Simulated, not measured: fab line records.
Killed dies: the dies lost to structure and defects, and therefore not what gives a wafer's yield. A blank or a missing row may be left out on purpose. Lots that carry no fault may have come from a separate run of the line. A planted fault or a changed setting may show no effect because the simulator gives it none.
fab line records ; flow ritCmos
record: lots: 14; wafers: 42; lastDay: 7
route steps=202 shown FOX2@24 PRETRO@73 GATE@84 M1@202
lots untouched by any fault: they come from a run of this same line in which no faults occurred
startH: hours from the record's opening day to when the first of the lot's shown wafers began ; waitH: hours since the lot's step before ; " as in the row above ; L1.1+2: several wafers, shown together as one row ; - no value, or no start was given ; * or withheld: withheld ; < > ~ a bound
route shown NAME@n: names a module that has steps shown in the file, with the first one's number in the route ; usual: mean/standard deviation of fault-free wafers ; same: alike in all rows ; chamber/n: place in a boat ; sites: each site's reading ; _std_site: standard deviation across them ; _edge_site: inner sites' mean taken away from outer sites' mean ; radiusMm: for every site, how far away it sits from the centre of the wafer ; mask NAME#n: copy n ; behind: the most recent tool/chamber to have shaped the wafer ; hold: what put the lot on hold/how long, in hours/how the hold closed ; device: the transistor (n, p or np) that didn't switch ; end of line: the same wafers' tests at the end of the route ; a step given without rows: its recipe and nothing more ; killed: at the first sort, the dies lost to defects and structure; wafer yield is something else ; map: the dies of a wafer, with x for killed, . for not killed, _ for no die there
set.NAME: the setting that was run; set.NAME@STEP: the one run at that earlier step ; model.NAME: the simulator's own value behind a step, which no gauge read
steps of the route over a sample of lots; a table a step, a row a wafer
services: the hour from which a tool's chamber was out of use, counted from the record's first day as startH (under 0 if before that day), plus the number of hours and why
== steps ==
step: RIT_FOX2_THK_MEAS_01
recipe: reads: SiO2_of_FOX2_OXIDATION_00
usual: FOX2_OXIDE_THK: 352/4.8
lot.wafer;tool;chamber;startH;waitH;FOX2_OXIDE_THK[nm]
L640.2;filmMetro-04;-;18.82;0.0;353
L640.4;filmMetro-04;-;18.82;0.0;357
L640.6;filmMetro-04;-;18.82;0.0;352
L641.3;filmMetro-04;-;25.22;0.0;350
L641.4;filmMetro-04;-;25.22;0.0;351
L641.5;filmMetro-04;-;25.22;0.0;354
L642.2;filmMetro-04;-;31.84;0.0;344
L642.3;filmMetro-04;-;31.84;0.0;351
L642.4;filmMetro-04;-;31.84;0.0;352
L644.1;filmMetro-03;-;40.68;0.0;360
L644.3;filmMetro-03;-;40.68;0.0;361
L644.5;filmMetro-03;-;40.68;0.0;360
L646.2;filmMetro-04;-;50.83;0.0;352
L646.3;filmMetro-04;-;50.83;0.0;352
L646.4;filmMetro-04;-;50.83;0.0;355
L647.3;filmMetro-01;-;54.79;0.0;349
L647.5;filmMetro-01;-;54.79;0.0;353
L647.6;filmMetro-01;-;54.79;0.0;352
L648.3;filmMetro-03;-;59.06;0.0;349
L648.4;filmMetro-03;-;59.06;0.0;353
L648.6;filmMetro-03;-;59.06;0.0;353
L649.4;filmMetro-03;-;65.42;0.0;342
L649.5;filmMetro-03;-;65.42;0.0;345
L649.6;filmMetro-03;-;65.42;0.0;343
L650.4;filmMetro-01;-;68.97;0.0;350
L650.5;filmMetro-01;-;68.97;0.0;347
L650.6;filmMetro-01;-;68.97;0.0;348
L652.1;filmMetro-04;-;79.86;0.0;345
L652.2;filmMetro-04;-;79.86;0.0;339
L652.6;filmMetro-04;-;79.86;0.0;352
L658.1;filmMetro-04;-;111.70;0.0;347
L658.4;filmMetro-04;-;111.70;0.0;349
L658.5;filmMetro-04;-;111.70;0.0;351
L660.3;filmMetro-04;-;120.07;0.0;356
L660.4;filmMetro-04;-;120.07;0.0;353
L660.6;filmMetro-04;-;120.07;0.0;355
L662.4;filmMetro-01;-;130.43;0.0;347
L662.5;filmMetro-01;-;130.43;0.0;345
L662.6;filmMetro-01;-;130.43;0.0;346
L663.1;filmMetro-04;-;135.99;0.0;363
L663.5;filmMetro-04;-;135.99;0.0;359
L663.6;filmMetro-04;-;135.99;0.0;358
step: RIT_PRETRO_STRIP_09
recipe: chemistry: O2; timeS: 180; resist: NOVOLAK; platenTempC: withheld; powerW: 500; pressureMtorr: 4000; o2FlowSccm: 4000
usual: drypumpMotorCurrentA: 5.6/0.68
lot.wafer;tool;chamber;startH;waitH;drypumpMotorCurrentA;rfHoursCounterH
L640.2;plasmaAsher-02;1;32.08;0.1;6.4;39
L640.4;plasmaAsher-02;0;32.08;0.1;4.6;-
L640.6;plasmaAsher-02;1;32.08;0.1;6.4;-
L641.3;plasmaAsher-04;0;37.89;0.1;5.9;-
L641.4;plasmaAsher-04;1;37.89;0.1;5.2;-
L641.5;plasmaAsher-04;0;37.89;0.1;6.0;-
L642.2;plasmaAsher-03;0;45.90;0.1;6.1;24
L642.3;plasmaAsher-03;1;45.90;0.1;5.1;-
L642.4;plasmaAsher-03;0;45.90;0.1;6.1;-
L644.1;plasmaAsher-03;0;54.05;0.1;6.1;25
L644.3;plasmaAsher-03;1;54.05;0.1;5.1;-
L644.5;plasmaAsher-03;0;54.05;0.1;6.1;-
L646.2;plasmaAsher-03;1;63.82;0.1;5.1;26
L646.3;plasmaAsher-03;0;63.82;0.1;6.1;-
L646.4;plasmaAsher-03;1;63.82;0.1;5.1;-
L647.3;plasmaAsher-02;0;67.97;0.1;4.6;-
L647.5;plasmaAsher-02;1;67.97;0.1;6.4;-
L647.6;plasmaAsher-02;0;67.97;0.1;4.6;-
L648.3;plasmaAsher-03;1;71.80;0.1;5.1;-
L648.4;plasmaAsher-03;0;71.80;0.1;6.1;-
L648.6;plasmaAsher-03;1;71.80;0.1;5.1;-
L649.4;plasmaAsher-02;1;77.99;0.1;6.4;-
L649.5;plasmaAsher-02;1;77.99;0.1;6.4;-
L649.6;plasmaAsher-02;0;77.99;0.1;4.6;-
L650.4;plasmaAsher-03;0;81.74;0.1;6.1;-
L650.5;plasmaAsher-03;1;81.74;0.1;5.0;-
L650.6;plasmaAsher-03;0;81.74;0.1;6.1;-
L652.1;plasmaAsher-04;0;93.11;0.1;6.0;46
L652.2;plasmaAsher-04;1;93.11;0.1;5.2;46
L652.6;plasmaAsher-04;1;93.11;0.1;5.2;-
L658.1;plasmaAsher-04;1;125.54;0.1;5.2;50
L658.4;plasmaAsher-04;1;125.54;0.1;5.2;-
L658.5;plasmaAsher-04;1;125.54;0.1;5.2;-
L660.3;plasmaAsher-04;0;132.93;0.1;5.9;-
L660.4;plasmaAsher-04;1;132.93;0.1;5.2;-
L660.6;plasmaAsher-04;0;132.93;0.1;5.9;-
L662.4;plasmaAsher-02;0;143.71;0.1;4.6;-
L662.5;plasmaAsher-02;1;143.71;0.1;6.4;-
L662.6;plasmaAsher-02;0;143.71;0.1;4.6;-
L663.1;plasmaAsher-02;1;149.92;0.1;6.4;3
L663.5;plasmaAsher-02;0;149.92;0.1;4.6;-
L663.6;plasmaAsher-02;1;149.92;0.1;6.4;-
step: RIT_FOX2_THK_MEAS_91
recipe: reads: SiO2_of_FOX2_OXIDATION_00
usual: FIELD_OXIDE_LEFT_2_THK: 257/5.1
lot.wafer;tool;chamber;startH;waitH;FIELD_OXIDE_LEFT_2_THK[nm]
L640.2;filmMetro-04;-;32.78;0.0;258
L640.4;filmMetro-04;-;32.78;0.0;261
L640.6;filmMetro-04;-;32.78;0.0;256
L641.3;filmMetro-01;-;38.52;0.0;253
L641.4;filmMetro-01;-;38.52;0.0;255
L641.5;filmMetro-01;-;38.52;0.0;258
L642.2;filmMetro-03;-;46.57;0.0;249
L642.3;filmMetro-03;-;46.57;0.0;255
L642.4;filmMetro-03;-;46.57;0.0;256
L644.1;filmMetro-04;-;54.72;0.0;264
L644.3;filmMetro-04;-;54.72;0.0;265
L644.5;filmMetro-04;-;54.72;0.0;265
L646.2;filmMetro-01;-;64.49;0.0;256
L646.3;filmMetro-01;-;64.49;0.0;256
L646.4;filmMetro-01;-;64.49;0.0;258
L647.3;filmMetro-01;-;68.59;0.0;254
L647.5;filmMetro-01;-;68.59;0.0;257
L647.6;filmMetro-01;-;68.59;0.0;257
L648.3;filmMetro-04;-;72.41;0.0;253
L648.4;filmMetro-04;-;72.41;0.0;257
L648.6;filmMetro-04;-;72.41;0.0;256
L649.4;filmMetro-03;-;78.65;0.0;246
L649.5;filmMetro-03;-;78.65;0.0;249
L649.6;filmMetro-03;-;78.65;0.0;247
L650.4;filmMetro-03;-;82.37;0.0;254
L650.5;filmMetro-03;-;82.37;0.0;250
L650.6;filmMetro-03;-;82.37;0.0;253
L652.1;filmMetro-01;-;93.76;0.0;251
L652.2;filmMetro-01;-;93.76;0.0;244
L652.6;filmMetro-01;-;93.76;0.0;257
L658.1;filmMetro-04;-;126.19;0.0;253
L658.4;filmMetro-04;-;126.19;0.0;255
L658.5;filmMetro-04;-;126.19;0.0;257
L660.3;filmMetro-01;-;133.56;0.0;260
L660.4;filmMetro-01;-;133.56;0.0;257
L660.6;filmMetro-01;-;133.56;0.0;260
L662.4;filmMetro-04;-;144.33;0.0;250
L662.5;filmMetro-04;-;144.33;0.0;248
L662.6;filmMetro-04;-;144.33;0.0;250
L663.1;filmMetro-04;-;150.58;0.0;267
L663.5;filmMetro-04;-;150.58;0.0;263
L663.6;filmMetro-04;-;150.58;0.0;262
step: RIT_GATE_CVD_08
recipe: material: poly-Si; targetThkNm: 250; tempC: 610; precursor: SiH4; timeS: 2220; pressureMtorr: 300; sih4FlowSccm: 100
usual: spikeTcLoadC: 632/4.9; susceptorTempC: 609.9/0.3
lot.wafer;tool;chamber;startH;waitH;spikeTcLoadC;susceptorTempC
L640.2;lpcvd-02;1;36.21;0.0;633;610.7
L640.4;lpcvd-02;1;36.21;0.0;633;610.1
L640.6;lpcvd-02;1;36.21;0.0;636;610.3
L641.3;lpcvd-01;1;40.08;0.0;637;609.4
L641.4;lpcvd-01;1;40.08;0.0;637;609.8
L641.5;lpcvd-01;1;40.08;0.0;638;609.6
L642.2;lpcvd-02;0;48.01;0.0;625;609.5
L642.3;lpcvd-02;0;48.01;0.0;626;610.2
L642.4;lpcvd-02;0;48.01;0.0;626;609.8
L644.1;lpcvd-02;0;56.17;0.1;625;610.2
L644.3;lpcvd-02;0;56.17;0.1;625;609.8
L644.5;lpcvd-02;0;56.17;0.1;626;610.0
L646.2;lpcvd-02;0;66.19;0.0;625;610.3
L646.3;lpcvd-02;0;66.19;0.0;627;609.9
L646.4;lpcvd-02;0;66.19;0.0;625;610.0
L647.3;lpcvd-01;0;70.02;0.0;630;609.4
L647.5;lpcvd-01;0;70.02;0.0;630;609.6
L647.6;lpcvd-01;0;70.02;0.0;631;609.3
L648.3;lpcvd-02;1;74.89;0.0;634;610.0
L648.4;lpcvd-02;1;74.89;0.0;635;610.0
L648.6;lpcvd-02;1;74.89;0.0;636;610.0
L649.4;lpcvd-02;1;82.04;0.0;635;610.2
L649.5;lpcvd-02;1;82.04;0.0;636;610.2
L649.6;lpcvd-02;1;82.04;0.0;634;609.7
L650.4;lpcvd-02;1;85.15;0.0;636;610.2
L650.5;lpcvd-02;1;85.15;0.0;634;610.2
L650.6;lpcvd-02;1;85.15;0.0;636;609.8
L652.1;lpcvd-01;1;95.22;0.1;637;610.0
L652.2;lpcvd-01;1;95.22;0.1;637;610.2
L652.6;lpcvd-01;1;95.22;0.1;635;609.8
L658.1;lpcvd-01;1;127.64;0.1;635;609.7
L658.4;lpcvd-01;1;127.64;0.1;636;609.5
L658.5;lpcvd-01;1;127.64;0.1;637;609.6
L660.3;lpcvd-01;1;136.30;0.0;636;609.8
L660.4;lpcvd-01;1;136.30;0.0;636;609.8
L660.6;lpcvd-01;1;136.30;0.0;638;609.9
L662.4;lpcvd-01;1;146.87;0.0;638;610.0
L662.5;lpcvd-01;1;146.87;0.0;636;610.7
L662.6;lpcvd-01;1;146.87;0.0;638;609.9
L663.1;lpcvd-02;0;154.92;0.1;626;610.0
L663.5;lpcvd-02;0;154.92;0.1;624;610.0
L663.6;lpcvd-02;0;154.92;0.1;625;610.0
step: RIT_GATE_THK_MEAS_09
recipe: reads: poly-Si_of_GATE_CVD_08
usual: GATE_POLY_THK: 250.8/2.8
lot.wafer;tool;chamber;startH;waitH;GATE_POLY_THK[nm]
L640.2;filmMetro-03;-;37.83;0.0;249.3
L640.4;filmMetro-03;-;37.83;0.0;251.3
L640.6;filmMetro-03;-;37.83;0.0;251.2
L641.3;filmMetro-01;-;41.72;0.0;251.4
L641.4;filmMetro-01;-;41.72;0.0;251.6
L641.5;filmMetro-01;-;41.72;0.0;252.3
L642.2;filmMetro-01;-;49.63;0.0;253.7
L642.3;filmMetro-01;-;49.63;0.0;253.0
L642.4;filmMetro-01;-;49.63;0.0;252.6
L644.1;filmMetro-01;-;57.79;0.0;250.6
L644.3;filmMetro-01;-;57.79;0.0;251.0
L644.5;filmMetro-01;-;57.79;0.0;251.0
L646.2;filmMetro-01;-;67.82;0.0;251.5
L646.3;filmMetro-01;-;67.82;0.0;252.7
L646.4;filmMetro-01;-;67.82;0.0;252.9
L647.3;filmMetro-04;-;71.65;0.0;244.4
L647.5;filmMetro-04;-;71.65;0.0;247.0
L647.6;filmMetro-04;-;71.65;0.0;248.5
L648.3;filmMetro-03;-;77.33;0.0;248.7
L648.4;filmMetro-03;-;77.33;0.0;249.1
L648.6;filmMetro-03;-;77.33;0.0;251.5
L649.4;filmMetro-04;-;83.68;0.0;264.3
L649.5;filmMetro-04;-;83.68;0.0;264.6
L649.6;filmMetro-04;-;83.68;0.0;263.9
L650.4;filmMetro-04;-;86.80;0.0;267.3
L650.5;filmMetro-04;-;86.80;0.0;266.1
L650.6;filmMetro-04;-;86.80;0.0;265.1
L652.1;filmMetro-03;-;96.84;0.0;248.0
L652.2;filmMetro-03;-;96.84;0.0;247.2
L652.6;filmMetro-03;-;96.84;0.0;247.7
L658.1;filmMetro-01;-;129.25;0.0;253.2
L658.4;filmMetro-01;-;129.25;0.0;253.8
L658.5;filmMetro-01;-;129.25;0.0;252.5
L660.3;filmMetro-01;-;137.94;0.0;248.7
L660.4;filmMetro-01;-;137.94;0.0;249.5
L660.6;filmMetro-01;-;137.94;0.0;248.8
L662.4;filmMetro-04;-;148.52;0.0;253.6
L662.5;filmMetro-04;-;148.52;0.0;254.8
L662.6;filmMetro-04;-;148.52;0.0;251.5
L663.1;filmMetro-04;-;156.54;0.0;254.6
L663.5;filmMetro-04;-;156.54;0.0;256.0
L663.6;filmMetro-04;-;156.54;0.0;257.2
step: RIT_M1_PROBE_99
usual: killedAtContacts: 0.1/0.23; killedAtFrontEnd: 6/3.2; killedDies: 7/3.2; killedOpen: 3.4/1.8; killedShort: 3.2/2.3
same: grossDies: 264; killed_at_M0_to_M3: 0; killed_at_M4_up: 0; killedAtBackSide: 0; killedAtOther: 0
lot.wafer;tool;chamber;startH;waitH;killedAtContacts;killedAtFrontEnd;killedDies;killedOpen;killedShort
L642.2;prober-01;-;71.85;0.1;0;5;5;1;4
L642.3;prober-01;-;71.90;0.2;0;3;3;1;2
L642.4;prober-01;-;71.95;0.2;0;5;5;4;1
L646.2;prober-01;-;92.15;0.1;0;4;4;2;2
L646.3;prober-01;-;92.20;0.2;0;5;5;1;4
L646.4;prober-01;-;92.25;0.2;0;3;3;1;2
L647.3;prober-02;-;94.05;0.2;0;7;7;4;3
L647.5;prober-02;-;94.15;0.2;0;5;5;3;2
L647.6;prober-02;-;94.20;0.2;0;5;5;3;2
L649.4;prober-02;-;105.12;0.2;0;5;5;5;0
L649.5;prober-02;-;105.17;0.2;0;12;12;7;5
L649.6;prober-02;-;105.22;0.2;0;7;7;4;3
L650.4;prober-01;-;108.12;0.2;0;7;7;5;2
L650.5;prober-01;-;108.17;0.2;0;11;11;6;5
L650.6;prober-01;-;108.22;0.2;0;6;6;1;5
L663.1;prober-02;-;178.90;0.1;0;6;6;2;4
L663.5;prober-02;-;179.10;0.2;0;5;5;4;1
L663.6;prober-02;-;179.15;0.2;0;7;7;2;5
killed by level:class
L642.2 GATE:geometricParticle:short=4 GATE:geometricParticle:open=1
L642.3 GATE:geometricParticle:open=1 GATE:geometricParticle:short=1 REOX:geometricParticle:short=1
L642.4 FOX1:geometricParticle:open=2 FOX1:geometricParticle:short=1 FOX2:geometricParticle:open=1 SPACER:geometricParticle:open=1
L646.2 GATE:geometricParticle:open=2 FOX1:geometricParticle:short=1 SILICIDE:geometricParticle:short=1
L646.3 GATE:geometricParticle:short=3 GATE:geometricParticle:open=1 REOX:geometricParticle:short=1
L646.4 SILICIDE:geometricParticle:short=2 SILICIDE:geometricParticle:open=1
L647.3 GATE:geometricParticle:open=2 FOX1:geometricParticle:open=1 FOX1:geometricParticle:short=1 SPACER:geometricParticle:open=1 GATE:geometricParticle:short=1 SPACER:geometricParticle:short=1
L647.5 GATE:geometricParticle:short=2 GATE:geometricParticle:open=1 REOX:geometricParticle:open=1 SILICIDE:geometricParticle:open=1
L647.6 FOX1:geometricParticle:open=1 FOX1:geometricParticle:short=1 GATE:geometricParticle:short=1 GATE:geometricParticle:open=1 SILICIDE:geometricParticle:open=1
L649.4 SPACER:geometricParticle:open=2 GATE:geometricParticle:open=1 REOX:geometricParticle:open=1 SILICIDE:geometricParticle:open=1
L649.5 GATE:geometricParticle:short=4 FOX2:geometricParticle:open=3 FOX1:geometricParticle:open=2 GATE:geometricParticle:open=2 FOX1:geometricParticle:short=1
L649.6 FOX1:geometricParticle:open=1 FOX2:geometricParticle:short=1 GATE:geometricParticle:short=1 REOX:geometricParticle:open=1 SPACER:geometricParticle:short=1 SPACER:geometricParticle:open=1 SILICIDE:geometricParticle:open=1
L650.4 FOX1:geometricParticle:open=2 GATE:geometricParticle:open=1 GATE:geometricParticle:short=1 SPACER:geometricParticle:open=1 SILICIDE:geometricParticle:open=1 SILICIDE:geometricParticle:short=1
L650.5 SILICIDE:geometricParticle:open=3 SPACER:geometricParticle:short=2 FOX1:geometricParticle:open=1 FOX2:geometricParticle:short=1 GATE:geometricParticle:short=1 GATE:geometricParticle:open=1 REOX:geometricParticle:open=1 SILICIDE:geometricParticle:short=1
L650.6 GATE:geometricParticle:short=2 SPACER:geometricParticle:short=2 GATE:geometricParticle:open=1 REOX:geometricParticle:short=1
L663.1 SPACER:geometricParticle:short=2 GATE:geometricParticle:open=1 GATE:geometricParticle:short=1 REOX:geometricParticle:short=1 REOX:geometricParticle:open=1
L663.5 GATE:geometricParticle:open=2 FOX1:geometricParticle:open=1 FOX2:geometricParticle:open=1 GATE:geometricParticle:short=1
L663.6 GATE:geometricParticle:short=3 SPACER:geometricParticle:short=2 GATE:geometricParticle:open=1 SILICIDE:geometricParticle:open=1
== services ==
tool;chamber;startH;hours;kind
plasmaAsher-04;-;52.09;2.0;repair
plasmaAsher-04;-;81.01;2.8;pm
plasmaAsher-02;-;108.75;9.0;pm
plasmaAsher-02;0;108.75;9.0;ventCycle
plasmaAsher-02;1;108.75;9.0;ventCycle
plasmaAsher-03;-;111.20;2.5;repair
plasmaAsher-02;0;117.75;-;clean
plasmaAsher-02;1;117.75;-;clean
lpcvd-01;-;142.85;0.6;repair
== key ==
firstSign: step: RIT_GATE_THK_MEAS_09; reading: GATE_POLY_THK; direction: up; sigmas: 5.2; usual: 250.8; struck: 265.2
effect none on later readings
metAt RIT_GATE_CVD_08
struckLots L649,L650
testerLeftOut L649,L650
notActingAt RIT_FOX2_THK_MEAS_01,RIT_PRETRO_STRIP_09,RIT_FOX2_THK_MEAS_91
fault: kind: processParameterDrift; tool: lpcvd-02; chamber: -; onsetH: 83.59; steps: RIT_GATE_CVD_08; channel: targetThkNm; offset: 14.588; shape: step; endH: 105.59; actsIn: theseRecipesOnly; stated: 250
testerLeftOut: of these lots the tester's yield and bins aren't shown, on N5 and GAA mostly nor the transistor test; their killed dies are dies lost to structure and defects alone, not to doping, threshold or leakage, so they don't give the yield
